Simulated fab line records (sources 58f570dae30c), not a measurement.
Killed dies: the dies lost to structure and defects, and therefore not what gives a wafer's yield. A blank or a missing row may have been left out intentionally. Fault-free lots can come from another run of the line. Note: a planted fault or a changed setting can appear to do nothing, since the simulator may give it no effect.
fab line records	flow berkeley_cmos170
record lots=5	wafers=23
route steps=331 shown ZERO@7 NWELL@21 PWELL@39 ACTIVE@65 FIELD@90
start_h: the number of hours between the record's first day and the start of the first shown wafer of the lot	wait_h: hours since the lot's step before	" same as the row above	L1.1+2: a single row standing in for several wafers	- no value, or no start was given	* or withheld: withheld	< > ~ a bound
route shown NAME@n: a module of which the file shows steps, and the number in the route of the first	usual: mean/standard deviation taken from wafers without a fault	same: alike in all rows	chamber/n: place in a boat	sites: the reading at each site	_std_site: the values' standard deviation	_edge_site: the outer-site mean with the inner-site mean subtracted	radius_mm: for every site, how far away it sits from the centre of the wafer	mask NAME#n: copy n	behind: the last tool/chamber to shape the wafer	hold: what put the lot on hold/how long, in hours/how the hold closed	device: which transistor (n, p or np) failed to switch	end of line: the route-end tests of the same wafers	a step given without rows: its recipe and nothing more	killed: the dies lost at the first sort to structure and to defects; this is not the yield of the wafer	map: a wafer's dies, marking killed ones x, the rest . and places with no die _
set.NAME: the setting that was run; set.NAME@STEP: the one run at that earlier step	model.NAME: the simulator's own value behind a step, which no gauge read
lots where settings were altered on purpose, with a table for each step and a row for each wafer
## steps
# step UCB170_ZERO_COAT_01
# recipe resist=KrF	spin_rpm=1500	resist_thk_nm=900
lot.wafer	tool	chamber	start_h	wait_h	set.resist_thk_nm	model.KrF_of_ZERO_COAT_01.thk_nm
L076.1	litho_track-02	0	30.86	0.1	920.1	918.4
L076.2	"	0	"	"	900	896
L076.3	"	0	"	"	900	897.1
L076.4	"	0	"	"	920.1	918.8
L076.5	"	0	"	"	920.1	919
L078.1	litho_track-01	0	38.70	0.1	900	898.1
L078.3	"	0	"	"	900	895.1
L078.6	"	0	"	"	900	896.3
L079.1	litho_track-02	0	48.07	0.1	870.6	869
L079.3	"	0	"	"	900	892.7
L079.4	"	0	"	"	900	895.1
L079.5	"	0	"	"	870.6	865
L079.6	"	0	"	"	900	897.2
L082.1	litho_track-03	0	62.37	0.1	900	899
L082.2	"	0	"	"	900	897.1
L082.3	"	0	"	"	900	897.6
L082.4	"	0	"	"	900	896.6
L082.5	"	0	"	"	900	896.7
L085.1	litho_track-01	0	76.84	0.1	858.8	859.8
L085.2	"	0	"	"	900	902.2
L085.3	"	0	"	"	900	897.6
L085.4	"	0	"	"	858.8	857
L085.5	"	0	"	"	900	901
# step UCB170_ZERO_SOFTBAKE_02
# recipe resist=KrF	temp_c=130	time_s=60
# step UCB170_ZERO_EXPOSE_03
# recipe mask_id=PM_MARKS	na=0.5	sigma_outer=0.6	source_shape=conventional	target_cd_nm=4000	dose_mj=30
# step UCB170_ZERO_DEVELOP_05
# recipe developer=TMAH	develop_time_s=44.04	resist=KrF	dev_temp_c=21
# step UCB170_ZERO_ETCH_06
# recipe chemistry=CHF3/CF4/Ar	target=SiO2	time_s=12	pressure_mtorr=100	rf_w=500	CHF3_flow_sccm=50	cf4_flow_sccm=10	Ar_flow_sccm=120	over_etch_frac=1.58
# step UCB170_ZERO_STRIP_07
# recipe chemistry=O2	power_w=400	pressure_mtorr=3500	platen_temp_c=withheld	o2_flow_sccm=400	overash_fraction=0.5
# usual strip_time_to_endpoint_s=21.42/0.051
lot.wafer	tool	chamber	start_h	wait_h	set.resist_thk_nm@ZERO_COAT_01	strip_time_to_endpoint_s
L076.1	plasma_asher-02	1	32.15	0.0	920.1	21.90
L076.2	"	0	"	"	900	21.37
L076.3	"	1	"	"	900	21.39
L076.4	"	0	"	"	920.1	21.93
L076.5	"	0	"	"	920.1	21.92
L078.1	plasma_asher-01	0	39.81	0.0	900	21.43
L078.3	"	1	"	"	900	21.35
L078.6	"	1	"	"	900	21.39
L079.1	plasma_asher-01	0	48.78	0.0	870.6	20.74
L079.3	"	0	"	"	900	21.31
L079.4	"	1	"	"	900	21.36
L079.5	"	0	"	"	870.6	20.65
L079.6	"	1	"	"	900	21.41
L082.1	plasma_asher-01	0	63.87	0.0	900	21.45
L082.2	"	1	"	"	900	21.41
L082.3	"	1	"	"	900	21.40
L082.4	"	0	"	"	900	21.39
L082.5	"	1	"	"	900	21.40
L085.1	plasma_asher-01	0	78.48	0.0	858.8	20.52
L085.2	"	1	"	"	900	21.53
L085.3	"	1	"	"	900	21.44
L085.4	"	0	"	"	858.8	20.45
L085.5	"	1	"	"	900	21.49
# step UCB170_NWELL_COAT_07
# recipe resist=KrF	spin_rpm=1500	resist_thk_nm=900
lot.wafer	tool	chamber	start_h	wait_h	set.spin_rpm	model.KrF_of_NWELL_COAT_07.thk_nm
L076.1	litho_track-04	0	48.84	0.1	1571	880.5
L076.2	"	0	"	"	1571	881.4
L076.3	"	0	"	"	1500	904.1
L076.4	"	0	"	"	1500	902.5
L076.5	"	0	"	"	1500	904.2
L078.1	litho_track-02	0	55.72	0.1	1500	897.6
L078.3	"	0	"	"	1500	897.9
L078.6	"	0	"	"	1500	898.5
L079.1	litho_track-03	0	60.05	0.1	1500	896.1
L079.3	"	0	"	"	1500	897.4
L079.4	"	0	"	"	1500	897.8
L079.5	"	0	"	"	1500	897.5
L079.6	"	0	"	"	1500	896.6
L082.1	litho_track-02	0	77.16	0.1	1500	900.7
L082.2	"	0	"	"	1398	929.3
L082.3	"	0	"	"	1500	899.1
L082.4	"	0	"	"	1500	899.4
L082.5	"	0	"	"	1398	929.6
L085.1	litho_track-04	0	94.71	0.1	1546	882.1
L085.2	"	0	"	"	1500	896.8
L085.3	"	0	"	"	1546	882.6
L085.4	"	0	"	"	1546	882
L085.5	"	0	"	"	1500	897.2
# step UCB170_NWELL_EXPOSE_09
# recipe mask_id=NWELL	target_cd_nm=3000	na=0.5	sigma_outer=0.6	source_shape=conventional	dose_mj=25
lot.wafer	tool	chamber	start_h	wait_h	mask	set.dose_mj
L076.1+4	krf_scanner-02	0	49.26	0.2	NWELL#0	23.76
L076.2+3+5	"	0	"	"	NWELL#0	25
L078.1+3+6	krf_scanner-01	0	56.08	0.2	NWELL#0	25
L079.1+6	krf_scanner-01	0	60.35	0.1	NWELL#0	25
L079.3+4+5	"	0	"	"	NWELL#0	24.4
L082.1+4+5	krf_scanner-01	0	-	-	NWELL#0	25.73
L082.2+3	"	0	"	"	NWELL#0	25
L085.1+2+3	krf_scanner-01	0	95.01	0.1	NWELL#0	25.97
L085.4+5	"	0	"	"	NWELL#0	25
# step UCB170_NWELL_PEB_10
# recipe peb_temp_c=130	peb_time_s=withheld	resist=KrF
# step UCB170_NWELL_DEVELOP_11
# recipe developer=TMAH	develop_time_s=45	resist=KrF	dev_temp_c=21
# step UCB170_NWELL_ETCH_13
# recipe chemistry=CH3F/Ar/O2	target=Si3N4	stop_on=SiO2	CH3F_flow_sccm=20	Ar_flow_sccm=50	O2_flow_sccm=7	pressure_mtorr=50	rf_w=450	target_depth_a=2464	over_etch_frac=0.1	time_s=154
# step UCB170_NWELL_IMPLANT_14
# recipe species=P	dose_cm2=9.764e+12	energy_kev=150	tilt_deg=7
# step UCB170_NWELL_STRIP_15
# recipe chemistry=O2	power_w=400	pressure_mtorr=3500	platen_temp_c=withheld	o2_flow_sccm=400	overash_fraction=0.5
# usual strip_time_to_endpoint_s=17.96/0.061
lot.wafer	tool	chamber	start_h	wait_h	set.spin_rpm@NWELL_COAT_07	strip_time_to_endpoint_s
L076.1	plasma_asher-03	1	50.10	0.1	1571	17.54
L076.2	"	0	"	"	1571	17.55
L076.3	"	1	"	"	1500	18.10
L076.4	"	0	"	"	1500	18.08
L076.5	"	1	"	"	1500	18.09
L078.1	plasma_asher-04	1	57.07	0.1	1500	17.99
L078.3	"	1	"	"	1500	18.00
L078.6	"	0	"	"	1500	17.99
L079.1	plasma_asher-03	0	61.39	0.1	1500	17.88
L079.3	"	0	"	"	1500	17.94
L079.4	"	1	"	"	1500	17.98
L079.5	"	1	"	"	1500	17.95
L079.6	"	0	"	"	1500	17.89
L082.1	plasma_asher-01	0	79.23	0.1	1500	18.00
L082.2	"	1	"	"	1398	18.70
L082.3	"	1	"	"	1500	17.99
L082.4	"	0	"	"	1500	17.99
L082.5	"	0	"	"	1398	18.67
L085.1	plasma_asher-01	1	96.03	0.1	1546	17.58
L085.2	"	0	"	"	1500	17.88
L085.3	"	0	"	"	1546	17.60
L085.4	"	1	"	"	1546	17.58
L085.5	"	0	"	"	1500	17.94
# step UCB170_PWELL_CVD_05
# recipe material=Si3N4	target_thk_nm=220	temp_c=800	precursor=SiH2Cl2/NH3	time_s=3300	pressure_mtorr=200	sih2cl2_flow_sccm=25	nh3_flow_sccm=75
lot.wafer	tool	chamber	start_h	wait_h	set.time_s	model.Si3N4_of_PWELL_CVD_05.thk_nm
L076.1	-	-	-	0.0	3536	234.6
L076.2	"	-	"	"	3536	235
L076.3	"	-	"	"	3536	233
L076.4+5	"	-	"	"	3536	235.2
L078.1	lpcvd-01	1	73.10	0.0	3300	216.1
L078.3	"	1	"	"	3300	216.6
L078.6	"	1	"	"	3300	217.5
L079.1	-	-	-	0.0	3154	209.3
L079.3+5	"	-	"	"	3154	206.4
L079.4	"	-	"	"	3154	209
L079.6	"	-	"	"	3154	206.3
L082.1	-	-	-	0.0	2965	194.2
L082.2	"	-	"	"	2965	194.7
L082.3	"	-	"	"	2965	194.9
L082.4	"	-	"	"	2965	196.3
L082.5	"	-	"	"	2965	194.5
L085.1	-	-	-	0.0	3300	220.1
L085.2	"	-	"	"	3300	221.1
L085.3	"	-	"	"	3300	222.5
L085.4	"	-	"	"	3300	221.5
L085.5	"	-	"	"	3300	221.8
# step UCB170_PWELL_THK_MEAS_06
# recipe reads=Si3N4_of_PWELL_CVD_05
# usual PWELL_NITRIDE_THK=218.4/1.7
lot.wafer	tool	chamber	start_h	wait_h	set.time_s@PWELL_CVD_05	PWELL_NITRIDE_THK[nm]
L076.1	film_metro-04	-	-	-	3536	234.6
L076.2	"	-	"	"	3536	234.9
L076.3	"	-	"	"	3536	233.2
L076.4	"	-	"	"	3536	235.1
L076.5	"	-	"	"	3536	235.2
L078.1	film_metro-01	-	75.02	0.0	3300	216.1
L078.3	"	-	"	"	3300	216.7
L078.6	"	-	"	"	3300	217.4
L079.1	film_metro-04	-	-	-	3154	209.3
L079.3	"	-	"	"	3154	206.3
L079.4	"	-	"	"	3154	208.9
L079.5	"	-	"	"	3154	206.3
L079.6	"	-	"	"	3154	206.2
L082.1	film_metro-02	-	-	-	2965	194.1
L082.2	"	-	"	"	2965	194.6
L082.3	"	-	"	"	2965	194.9
L082.4	"	-	"	"	2965	196.4
L082.5	"	-	"	"	2965	194.4
L085.1	film_metro-04	-	-	-	3300	220.1
L085.2	"	-	"	"	3300	221.1
L085.3	"	-	"	"	3300	222.4
L085.4	"	-	"	"	3300	221.4
L085.5	"	-	"	"	3300	221.8
# step UCB170_PWELL_COAT_08
# recipe resist=KrF	spin_rpm=1500	resist_thk_nm=900
lot.wafer	tool	chamber	start_h	wait_h	set.spin_rpm	model.KrF_of_PWELL_COAT_08.thk_nm
L076.1	litho_track-01	0	68.44	0.1	1450	919.8
L076.2	"	0	"	"	1450	918.8
L076.3	"	0	"	"	1500	904.7
L076.4	"	0	"	"	1500	902.8
L076.5	"	0	"	"	1450	920.6
L079.1	litho_track-03	0	75.74	0.1	1500	899.6
L079.3	"	0	"	"	1500	898.1
L079.4	"	0	"	"	1500	897.8
L079.5	"	0	"	"	1530	889.5
L079.6	"	0	"	"	1530	891.8
L078.1	litho_track-01	0	75.94	0.1	1500	904
L078.3	"	0	"	"	1500	901.2
L078.6	"	0	"	"	1500	902.2
L082.1	litho_track-04	0	99.21	0.1	1500	901
L082.2	"	0	"	"	1500	898.6
L082.3	"	0	"	"	1500	899.1
L082.4	"	0	"	"	1463	909
L082.5	"	0	"	"	1463	910.5
L085.1	litho_track-01	0	117.66	0.1	1500	894.8
L085.2	"	0	"	"	1500	899
L085.3	"	0	"	"	1401	927.7
L085.4	"	0	"	"	1401	928.5
L085.5	"	0	"	"	1401	930.7
# step UCB170_PWELL_SOFTBAKE_09
# recipe resist=KrF	temp_c=130	time_s=60
# step UCB170_PWELL_EXPOSE_10
# recipe mask_id=PWELL	target_cd_nm=3000	na=0.5	sigma_outer=0.6	source_shape=conventional	dose_mj=19
# step UCB170_PWELL_DEVELOP_12
# recipe developer=TMAH	develop_time_s=45	resist=KrF	dev_temp_c=21
# step UCB170_PWELL_ETCH_14
# recipe chemistry=CH3F/Ar/O2	target=Si3N4	stop_on=SiO2	CH3F_flow_sccm=20	Ar_flow_sccm=50	O2_flow_sccm=7	pressure_mtorr=50	rf_w=450	target_depth_a=2420	over_etch_frac=0.1	time_s=151
lot.wafer	tool	chamber	start_h	wait_h	set.time_s@PWELL_CVD_05	set.spin_rpm@PWELL_COAT_08	model.KrF_of_PWELL_COAT_08.thk_nm	model.etch.depth_nm
L076.1	rie_diel-04	2	69.66	0.0	3536	1450	743.1	234.6
L076.2	"	3	"	"	3536	1450	742.4	235
L076.3	"	0	"	"	3536	1500	728.3	233
L076.4	"	1	"	"	3536	1500	726.8	235.2
L076.5	"	2	"	"	3536	1450	745.5	235.2
L079.1	rie_diel-02	1	77.46	0.0	3154	1500	724.1	209.3
L079.3	"	0	"	"	3154	1500	724	206.4
L079.4	"	2	"	"	3154	1500	721.7	209
L079.5	"	1	"	"	3154	1530	713.7	206.4
L079.6	"	0	"	"	3154	1530	717.2	206.3
L078.1	rie_diel-01	1	77.72	0.0	3300	1500	725.2	216.1
L078.3	"	0	"	"	3300	1500	726.2	216.6
L078.6	"	2	"	"	3300	1500	725.1	217.5
L082.1	rie_diel-04	2	99.94	0.0	2965	1500	726.4	194.2
L082.2	"	3	"	"	2965	1500	722.7	194.7
L082.3	"	1	"	"	2965	1500	726.1	194.9
L082.4	"	0	"	"	2965	1463	734.2	196.3
L082.5	"	3	"	"	2965	1463	734.2	194.5
L085.1	rie_diel-02	3	118.70	0.0	3300	1500	721.2	220.1
L085.2	"	0	"	"	3300	1500	724.7	221.1
L085.3	"	1	"	"	3300	1401	753.4	222.5
L085.4	"	2	"	"	3300	1401	753.9	221.5
L085.5	"	1	"	"	3300	1401	755.7	221.8
# step UCB170_PWELL_IMPLANT_15
# recipe species=B	dose_cm2=5e+12	energy_kev=60	tilt_deg=7
# step UCB170_PWELL_STRIP_16
# recipe chemistry=O2	power_w=400	pressure_mtorr=3500	platen_temp_c=withheld	o2_flow_sccm=400	overash_fraction=0.5
# usual strip_time_to_endpoint_s=18.07/0.061
lot.wafer	tool	chamber	start_h	wait_h	set.spin_rpm@PWELL_COAT_08	strip_time_to_endpoint_s
L076.1	plasma_asher-02	1	69.91	0.1	1450	18.53
L076.2	"	0	"	"	1450	18.52
L076.3	"	0	"	"	1500	18.18
L076.4	"	1	"	"	1500	18.13
L076.5	"	0	"	"	1450	18.59
L079.1	plasma_asher-02	1	77.71	0.1	1500	18.08
L079.3	"	1	"	"	1500	18.07
L079.4	"	0	"	"	1500	18.02
L079.5	"	0	"	"	1530	17.83
L079.6	"	1	"	"	1530	17.91
L078.1	plasma_asher-03	0	77.97	0.1	1500	18.10
L078.3	"	0	"	"	1500	18.13
L078.6	"	0	"	"	1500	18.09
L082.1	plasma_asher-03	1	100.19	0.1	1500	18.13
L082.2	"	0	"	"	1500	18.04
L082.3	"	1	"	"	1500	18.13
L082.4	"	0	"	"	1463	18.30
L082.5	"	1	"	"	1463	18.32
L085.1	plasma_asher-02	1	118.95	0.1	1500	18.02
L085.2	"	0	"	"	1500	18.07
L085.3	"	1	"	"	1401	18.79
L085.4	"	0	"	"	1401	18.80
L085.5	"	1	"	"	1401	18.83
# step UCB170_ACTIVE_CVD_05
# recipe material=Si3N4	target_thk_nm=220	temp_c=800	precursor=SiH2Cl2/NH3	time_s=3300	pressure_mtorr=200	sih2cl2_flow_sccm=25	nh3_flow_sccm=75
lot.wafer	tool	chamber	start_h	wait_h	set.pressure_mtorr	model.Si3N4_of_ACTIVE_CVD_05.thk_nm
L076.1+5	-	-	-	0.0	209.2	221.9
L076.2	"	-	"	"	209.2	221.5
L076.3	"	-	"	"	209.2	221.4
L076.4	"	-	"	"	209.2	220.6
L078.1	lpcvd-02	0	109.47	0.0	200	220.2
L078.3	"	0	"	"	200	219.4
L078.6	"	0	"	"	200	218.9
L079.1	-	-	-	0.0	188.4	213.3
L079.3	"	-	"	"	188.4	213.4
L079.4	"	-	"	"	188.4	213.7
L079.5	"	-	"	"	188.4	213.8
L079.6	"	-	"	"	188.4	214.7
L082.1	-	-	-	0.0	227	226.2
L082.2	"	-	"	"	227	224.4
L082.3	"	-	"	"	227	227.3
L082.4	"	-	"	"	227	226.4
L082.5	"	-	"	"	227	223.5
L085.1+2+4	-	-	-	0.0	185.8	213.7
L085.3	"	-	"	"	185.8	214.5
L085.5	"	-	"	"	185.8	211.6
# step UCB170_ACTIVE_THK_MEAS_06
# recipe reads=Si3N4_of_ACTIVE_CVD_05
# usual ACTIVE_NITRIDE_THK=218.6/2.1
lot.wafer	tool	chamber	start_h	wait_h	set.pressure_mtorr@ACTIVE_CVD_05	ACTIVE_NITRIDE_THK[nm]
L076.1	film_metro-04	-	-	-	209.2	222.0
L076.2	"	-	"	"	209.2	221.6
L076.3	"	-	"	"	209.2	221.3
L076.4	"	-	"	"	209.2	220.5
L076.5	"	-	"	"	209.2	221.9
L079.1	film_metro-03	-	-	-	188.4	213.3
L079.3	"	-	"	"	188.4	213.4
L079.4	"	-	"	"	188.4	213.7
L079.5	"	-	"	"	188.4	213.8
L079.6	"	-	"	"	188.4	214.8
L078.1	film_metro-04	-	111.49	0.1	200	220.4
L078.3	"	-	"	"	200	219.5
L078.6	"	-	"	"	200	218.7
L082.1	film_metro-02	-	-	-	227	225.9
L082.2	"	-	"	"	227	224.3
L082.3	"	-	"	"	227	227.4
L082.4	"	-	"	"	227	226.4
L082.5	"	-	"	"	227	223.5
L085.1	film_metro-02	-	-	-	185.8	213.5
L085.2	"	-	"	"	185.8	213.7
L085.3	"	-	"	"	185.8	214.5
L085.4	"	-	"	"	185.8	213.8
L085.5	"	-	"	"	185.8	211.8
# step UCB170_FIELD_OXIDATION_01
# recipe temp_c=1000	ambient=H2O	p_h2o_torr=584.62	target_thk_a=5583	ox_time_s=7200
lot.wafer	tool	chamber	start_h	wait_h	set.temp_c	set.pressure_mtorr@ACTIVE_CVD_05	model.SiO2_of_FIELD_OXIDATION_01.thk_nm	model.Si3N4_of_ACTIVE_CVD_05.thk_nm
L076.1	-	-	-	5.4	978.2	209.2	494.9	215.6
L076.2	"	-	"	"	978.2	209.2	486	215.2
L076.3	"	-	"	"	978.2	209.2	493.4	215.1
L076.4	"	-	"	"	978.2	209.2	482.4	214.3
L076.5	"	-	"	"	978.2	209.2	488.9	215.6
L078.1	furnace-04	0	122.44	6.7	1000	200	547.5	212.9
L078.3	"	0	"	"	1000	200	556.3	212.1
L078.6	"	0	"	"	1000	200	545.4	211.7
L079.1	-	-	-	6.8	984.2	188.4	514.5	206.7
L079.3	"	-	"	"	984.2	188.4	516.1	206.8
L079.4	"	-	"	"	984.2	188.4	503.1	207.1
L079.5	"	-	"	"	984.2	188.4	508.1	207.3
L079.6	"	-	"	"	984.2	188.4	512	208.1
L082.1	-	-	-	4.5	1016	227	622.3	218.2
L082.2	"	-	"	"	1016	227	638.3	216.5
L082.3	"	-	"	"	1016	227	629.8	219.4
L082.4	"	-	"	"	1016	227	626	218.5
L082.5	"	-	"	"	1016	227	627.7	215.6
L085.1	-	-	-	3.0	975.7	185.8	494.8	207.5
L085.2	"	-	"	"	975.7	185.8	496.2	207.5
L085.3	"	-	"	"	975.7	185.8	489.6	208.3
L085.4	"	-	"	"	975.7	185.8	486	207.5
L085.5	"	-	"	"	975.7	185.8	501.6	205.4
# step UCB170_FIELD_THK_MEAS_02
# recipe reads=SiO2_of_FIELD_OXIDATION_01
# usual FIELD_OXIDE_THK=568/11
lot.wafer	tool	chamber	start_h	wait_h	set.temp_c@FIELD_OXIDATION_01	FIELD_OXIDE_THK[nm]
L076.1	film_metro-04	-	-	-	978.2	495
L076.2	"	-	"	"	978.2	486
L076.3	"	-	"	"	978.2	493
L076.4	"	-	"	"	978.2	482
L076.5	"	-	"	"	978.2	489
L078.1	film_metro-04	-	125.44	0.0	1000	547
L078.3	"	-	"	"	1000	556
L078.6	"	-	"	"	1000	545
L079.1	film_metro-02	-	-	-	984.2	515
L079.3	"	-	"	"	984.2	516
L079.4	"	-	"	"	984.2	503
L079.5	"	-	"	"	984.2	508
L079.6	"	-	"	"	984.2	512
L082.1	film_metro-02	-	-	-	1016	622
L082.2	"	-	"	"	1016	638
L082.3	"	-	"	"	1016	630
L082.4	"	-	"	"	1016	626
L082.5	"	-	"	"	1016	628
L085.1	film_metro-02	-	-	-	975.7	495
L085.2	"	-	"	"	975.7	496
L085.3	"	-	"	"	975.7	490
L085.4	"	-	"	"	975.7	486
L085.5	"	-	"	"	975.7	502
## key
split step=UCB170_ZERO_COAT_01	setting=resist_thk_nm	stated=900	by=wafer
response step=UCB170_ZERO_COAT_01	reading=model.KrF_of_ZERO_COAT_01.thk_nm	change=+9.09	per=1%	r=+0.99
response step=UCB170_ZERO_STRIP_07	reading=strip_time_to_endpoint_s	change=*	per=1%	r=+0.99
split step=UCB170_NWELL_COAT_07	setting=spin_rpm	stated=1500	by=wafer
response step=UCB170_NWELL_COAT_07	reading=model.KrF_of_NWELL_COAT_07.thk_nm	change=-4.54	per=1%	r=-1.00
response step=UCB170_NWELL_STRIP_15	reading=strip_time_to_endpoint_s	change=*	per=1%	r=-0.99
split step=UCB170_NWELL_EXPOSE_09	setting=dose_mj	stated=25	by=wafer
response none clear
split step=UCB170_PWELL_CVD_05	setting=time_s	stated=3300	by=lot
response step=UCB170_PWELL_CVD_05	reading=model.Si3N4_of_PWELL_CVD_05.thk_nm	change=+2.33	per=1%	r=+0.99
response step=UCB170_PWELL_THK_MEAS_06	reading=PWELL_NITRIDE_THK	change=+2.33	per=1%	r=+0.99
response step=UCB170_PWELL_ETCH_14	reading=model.etch.depth_nm	change=+2.33	per=1%	r=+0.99
split step=UCB170_PWELL_COAT_08	setting=spin_rpm	stated=1500	by=wafer
response step=UCB170_PWELL_COAT_08	reading=model.KrF_of_PWELL_COAT_08.thk_nm	change=-4.72	per=1%	r=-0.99
response step=UCB170_PWELL_ETCH_14	reading=model.KrF_of_PWELL_COAT_08.thk_nm	change=-4.62	per=1%	r=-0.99
response step=UCB170_PWELL_STRIP_16	reading=strip_time_to_endpoint_s	change=*	per=1%	r=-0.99
split step=UCB170_ACTIVE_CVD_05	setting=pressure_mtorr	stated=200	by=lot
response step=UCB170_ACTIVE_CVD_05	reading=model.Si3N4_of_ACTIVE_CVD_05.thk_nm	change=+0.608	per=1%	r=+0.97
response step=UCB170_ACTIVE_THK_MEAS_06	reading=ACTIVE_NITRIDE_THK	change=+0.605	per=1%	r=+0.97
response step=UCB170_FIELD_OXIDATION_01	reading=model.Si3N4_of_ACTIVE_CVD_05.thk_nm	change=+0.542	per=1%	r=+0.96
split step=UCB170_FIELD_OXIDATION_01	setting=temp_c	stated=1000	by=lot
response step=UCB170_FIELD_OXIDATION_01	reading=model.SiO2_of_FIELD_OXIDATION_01.thk_nm	change=+34.1	per=1%	r=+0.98
response step=UCB170_FIELD_THK_MEAS_02	reading=FIELD_OXIDE_THK	change=+34.1	per=1%	r=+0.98
